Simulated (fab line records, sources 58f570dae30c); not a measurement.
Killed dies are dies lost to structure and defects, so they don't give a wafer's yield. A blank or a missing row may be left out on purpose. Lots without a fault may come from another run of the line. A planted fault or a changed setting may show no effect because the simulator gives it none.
fab line records | flow berkeley_cmos170
record lots=14 wafers=42 last_day=12
route steps=331 shown NSD@195
lots that met no fault: from a run of the same line without faults
start_h: hours from the record's first day to the start of the lot's first wafer shown | wait_h: hours since the lot's step before | " the same as in the row above | L1.1+2: a row that stands for several wafers | - no value, or no start given | * or withheld: withheld | < > ~ a bound
route shown NAME@n: a module of which the file shows steps, and the number in the route of the first | usual: mean/standard deviation of fault-free wafers | same: alike in all rows | chamber/n: place in a boat | sites: the reading at each site | _std_site: their standard deviation | _edge_site: outer sites' mean less inner sites' | radius_mm: how far each site lies from the wafer's centre | mask NAME#n: copy n | behind: the tool/chamber that last shaped the wafer | hold: why the lot was held/for how many hours/how that ended | device: the transistor (n, p or np) that didn't switch | end of line: the same wafers' tests at the end of the route | a step without rows: its recipe alone | killed: dies lost to structure and defects at the first sort, not the wafer's yield | map: a wafer's dies, x killed, . not, _ none there
set.NAME: the setting as run; set.NAME@STEP: as run at that earlier step | model.NAME: the simulator's own value behind a step, which no gauge read
steps of the route over a sample of lots; a table a step, a row a wafer
services: from which hour (start_h, from the record's first day; less than 0 if before it) a tool's chamber was out of use, for how many hours, and why
## steps
# step UCB170_NSD_IMPLANT_08
# recipe species=P dose_cm2=3e+15 energy_kev=40 tilt_deg=7
# usual dose_ions_cm2=3e+15/3.3e+12 end_station_pressure_torr=1.26e-05/6.1e-07 faraday_current_uA=9242/190
# columns lot.wafer tool chamber start_h wait_h dose_ions_cm2 end_station_pressure_torr faraday_current_uA
L320.1 implanter-03 0 181.14 0.0 3.002e+15 1.24e-05 9137
L320.2 " 0 " " 3.001e+15 1.3e-05 9505
L320.5 " 0 " " 2.999e+15 1.19e-05 9174
L322.2 implanter-03 0 195.95 0.0 2.994e+15 1.34e-05 9259
L322.4 " 0 " " 2.993e+15 1.38e-05 9588
L322.5 " 0 " " 2.995e+15 1.27e-05 9020
L324.2 implanter-02 0 196.23 0.0 3.004e+15 1.34e-05 9527
L324.4 " 0 " " 3.003e+15 1.34e-05 9466
L324.5 " 0 " " 3.002e+15 1.32e-05 9093
L323.2 implanter-03 0 196.40 0.0 2.996e+15 1.31e-05 9470
L323.3 " 0 " " 3.004e+15 1.23e-05 9223
L323.4 " 0 " " 3.001e+15 1.31e-05 8933
L325.2 implanter-03 0 203.09 0.0 2.999e+15 1.29e-05 9596
L325.3 " 0 " " 3.001e+15 1.28e-05 8947
L325.4 " 0 " " 2.999e+15 1.2e-05 9130
L327.4 implanter-01 0 203.26 0.1 2.996e+15 1.27e-05 9391
L327.5 " 0 " " 3e+15 1.3e-05 9030
L327.6 " 0 " " 2.998e+15 1.38e-05 9307
L328.1 implanter-01 0 212.15 0.0 2.999e+15 1.23e-05 9135
L328.3 " 0 " " 3.001e+15 1.26e-05 9067
L328.4 " 0 " " 3.002e+15 1.24e-05 8883
L329.2 implanter-02 0 212.45 0.0 3.003e+15 1.28e-05 9155
L329.3 " 0 " " 3e+15 1.2e-05 9291
L329.4 " 0 " " 2.999e+15 1.27e-05 9165
L330.2 implanter-03 0 219.53 0.0 3e+15 1.17e-05 8953
L330.3 " 0 " " 3.001e+15 1.16e-05 9304
L330.4 " 0 " " 3.005e+15 1.26e-05 9292
L332.1 implanter-02 0 240.20 0.0 2.997e+15 1.35e-05 9393
L332.2 " 0 " " 2.999e+15 1.33e-05 9203
L332.4 " 0 " " 2.998e+15 1.4e-05 8986
L333.1 implanter-03 0 240.41 0.0 3.001e+15 1.29e-05 9003
L333.3 " 0 " " 2.997e+15 1.29e-05 9053
L333.6 " 0 " " 2.998e+15 1.24e-05 9418
L337.3 implanter-03 0 264.15 0.1 3e+15 1.24e-05 9324
L337.4 " 0 " " 2.993e+15 1.29e-05 9056
L337.5 " 0 " " 3.004e+15 1.35e-05 9486
L339.1 implanter-02 0 264.19 0.0 2.103e+15 1.01e-05 6519
L339.3 " 0 " " 2.107e+15 9.9e-06 6522
L339.4 " 0 " " 2.102e+15 9.8e-06 6663
L338.1 implanter-02 0 269.13 0.0 2.102e+15 1.03e-05 6427
L338.2 " 0 " " 2.098e+15 1.04e-05 6340
L338.4 " 0 " " 2.102e+15 1.1e-05 6548
# step UCB170_NSD_STRIP_09
# recipe chemistry=O2 power_w=400 pressure_mtorr=3500 platen_temp_c=withheld o2_flow_sccm=400 overash_fraction=0.5
# usual drypump_motor_current_A=5.55/0.2 oes_product_au=0.534/0.0044 strip_time_to_endpoint_s=35.81/0.074
# same overash_fraction=0.5
# columns lot.wafer tool chamber start_h wait_h drypump_motor_current_A oes_product_au rf_hours_counter_h strip_time_to_endpoint_s
L320.1 plasma_asher-02 0 181.29 0.1 5.12 0.544 7 35.85
L320.2 " 1 " " 5.64 0.538 7 35.77
L320.5 " 1 " " 5.65 0.529 - 35.87
L322.2 plasma_asher-01 1 196.08 0.1 5.67 0.533 47 35.79
L322.4 " 1 " " 5.65 0.533 - 35.79
L322.5 " 1 " " 5.67 0.534 - 35.82
L324.2 plasma_asher-03 1 196.35 0.1 5.66 0.528 45 35.76
L324.4 " 0 " " 5.53 0.528 - 35.75
L324.5 " 1 " " 5.68 0.540 - 35.75
L323.2 plasma_asher-01 0 196.53 0.1 5.69 0.538 47 35.86
L323.3 " 0 " " 5.69 0.538 - 35.91
L323.4 " 1 " " 5.66 0.537 - 35.87
L325.2 plasma_asher-01 1 203.21 0.1 5.65 0.528 48 35.77
L325.3 " 1 " " 5.63 0.541 - 35.78
L325.4 " 0 " " 5.69 0.546 - 35.87
L327.4 plasma_asher-03 1 203.37 0.1 5.67 0.538 - 35.82
L327.5 " 1 " " 5.64 0.537 - 35.77
L327.6 " 0 " " 5.53 0.533 - 35.75
L328.1 plasma_asher-03 1 212.30 0.1 5.69 0.533 47 35.76
L328.3 " 0 " " 5.52 0.527 - 35.75
L328.4 " 1 " " 5.64 0.538 - 35.75
L329.2 plasma_asher-02 0 212.58 0.1 5.12 0.532 10 35.80
L329.3 " 1 " " 5.66 0.529 - 35.84
L329.4 " 0 " " 5.12 0.531 - 35.68
L330.2 plasma_asher-02 0 219.66 0.1 5.11 0.534 11 35.80
L330.3 " 1 " " 5.66 0.530 - 35.84
L330.4 " 0 " " 5.11 0.531 - 35.75
L332.1 plasma_asher-02 1 240.35 0.1 5.65 0.537 14 35.76
L332.2 " 0 " " 5.11 0.531 14 35.78
L332.4 " 1 " " 5.67 0.534 - 35.73
L333.1 plasma_asher-03 1 240.56 0.1 5.65 0.541 51 35.89
L333.3 " 1 " " 5.68 0.534 - 35.78
L333.6 " 1 " " 5.67 0.524 - 35.77
L337.3 plasma_asher-01 0 264.28 0.1 5.69 0.534 - 35.82
L337.4 " 1 " " 5.68 0.531 - 35.87
L337.5 " 0 " " 5.68 0.537 - 35.94
L339.1 plasma_asher-03 1 264.34 0.1 5.68 0.560 53 32.46
L339.3 " 1 " " 5.69 0.565 - 32.54
L339.4 " 0 " " 5.52 0.559 - 32.41
L338.1 plasma_asher-01 0 269.28 0.1 5.69 0.567 54 32.52
L338.2 " 1 " " 5.66 0.563 54 32.39
L338.4 " 0 " " 5.66 0.571 - 32.51
# step UCB170_NSD_TW_MEAS_10
# usual NSD_TW=4140/17
# columns lot.wafer tool chamber start_h wait_h NSD_TW
L320.1 film_metro-04 - 181.39 0.1 4155
L320.2 " - " " 4131
L320.5 " - " " 4141
L322.2 film_metro-04 - 196.19 0.1 4124
L322.4 " - " " 4124
L322.5 " - " " 4133
L324.2 film_metro-02 - 196.46 0.1 4137
L324.4 " - " " 4127
L324.5 " - " " 4122
L323.2 film_metro-04 - 196.64 0.1 4159
L323.3 " - " " 4122
L323.4 " - " " 4152
L325.2 film_metro-04 - 203.32 0.1 4127
L325.3 " - " " 4128
L325.4 " - " " 4111
L327.4 film_metro-03 - 203.46 0.1 4130
L327.5 " - " " 4129
L327.6 " - " " 4137
L328.1 film_metro-02 - 212.40 0.1 4131
L328.3 " - " " 4136
L328.4 " - " " 4123
L329.2 film_metro-02 - 212.69 0.1 4138
L329.3 " - " " 4156
L329.4 " - " " 4119
L330.2 film_metro-04 - 219.77 0.1 4132
L330.3 " - " " 4152
L330.4 " - " " 4135
L332.1 film_metro-04 - 240.45 0.1 4152
L332.2 " - " " 4151
L332.4 " - " " 4140
L333.1 film_metro-03 - 240.66 0.1 4165
L333.3 " - " " 4171
L333.6 " - " " 4149
L337.3 film_metro-02 - 264.37 0.1 4134
L337.4 " - " " 4142
L337.5 " - " " 4143
L339.1 film_metro-04 - 264.44 0.1 3996
L339.3 " - " " 3980
L339.4 " - " " 4001
L338.1 film_metro-04 - 269.38 0.1 3975
L338.2 " - " " 3967
L338.4 " - " " 3962
# step UCB170_SDANNEAL_RS_MEAS_03
# recipe thk_meas_gauge=four-point-probe
# usual NSD_RS=37.28/0.089
# columns lot.wafer tool chamber start_h wait_h NSD_RS[ohm/sq]
L320.1 film_metro-03 - 182.99 0.1 37.33
L320.2 " - " " 37.30
L320.5 " - " " 37.28
L322.2 film_metro-02 - 200.91 0.1 37.32
L322.4 " - " " 37.32
L322.5 " - " " 37.08
L324.2 film_metro-04 - 201.15 0.1 37.32
L324.4 " - " " 37.27
L324.5 " - " " 37.39
L323.2 film_metro-02 - 201.39 0.1 37.24
L323.3 " - " " 37.25
L323.4 " - " " 37.29
L325.2 film_metro-04 - 205.07 0.1 37.30
L325.3 " - " " 37.15
L325.4 " - " " 37.21
L327.4 film_metro-03 - 205.30 0.1 37.24
L327.5 " - " " 37.27
L327.6 " - " " 37.22
L328.1 film_metro-03 - 213.68 0.1 37.28
L328.3 " - " " 37.43
L328.4 " - " " 37.41
L329.2 film_metro-04 - 214.21 0.1 37.27
L329.3 " - " " 37.23
L329.4 " - " " 37.37
L330.2 film_metro-04 - 221.38 0.1 37.27
L330.3 " - " " 37.23
L330.4 " - " " 37.31
L332.1 film_metro-04 - 241.68 0.1 37.33
L332.2 " - " " 37.37
L332.4 " - " " 37.30
L333.1 film_metro-02 - 241.96 0.1 37.18
L333.3 " - " " 37.25
L333.6 " - " " 37.26
L337.3 film_metro-04 - 265.82 0.1 37.38
L337.4 " - " " 37.26
L337.5 " - " " 37.30
L339.1 film_metro-02 - 266.23 0.1 45.17
L339.3 " - " " 44.95
L339.4 " - " " 45.14
L338.1 film_metro-03 - 270.88 0.1 45.28
L338.2 " - " " 45.43
L338.4 " - " " 45.30
## services
# columns tool chamber start_h hours kind
implanter-02 - 178.78 2.4 repair
implanter-02 - 206.49 4.5 pm
plasma_asher-01 - 207.43 12.8 repair
## key
first_sign step=UCB170_NSD_IMPLANT_08 reading=dose_ions_cm2 direction=down sigmas=99+ usual=3e+15 struck=2.102e+15
effect step=UCB170_NSD_IMPLANT_08 reading=faraday_current_uA direction=down sigmas=15 usual=9242 struck=6503
effect step=UCB170_NSD_STRIP_09 reading=strip_time_to_endpoint_s direction=down sigmas=45 usual=* struck=*
effect step=UCB170_NSD_TW_MEAS_10 reading=NSD_TW direction=down sigmas=9.4 usual=4140 struck=3980
effect step=UCB170_SDANNEAL_RS_MEAS_03 reading=NSD_RS direction=up sigmas=89 usual=37.28 struck=45.21
met_at UCB170_NSD_IMPLANT_08
struck_lots L338,L339
tester_left_out L338,L339
onset_between 240.20 264.19
fault kind=process_parameter_drift tool=implanter-02 chamber=- onset_h=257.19 steps=UCB170_NSD_IMPLANT_08 channel=dose_cm2 offset=-9e+14 shape=step end_h=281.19 acts_in=these_recipes_only stated=3e+15
# tester_left_out: of these lots the tester's yield and bins aren't shown, on N5 and GAA mostly nor the transistor test; their killed dies are dies lost to structure and defects alone, not to doping, threshold or leakage, so they don't give the yield
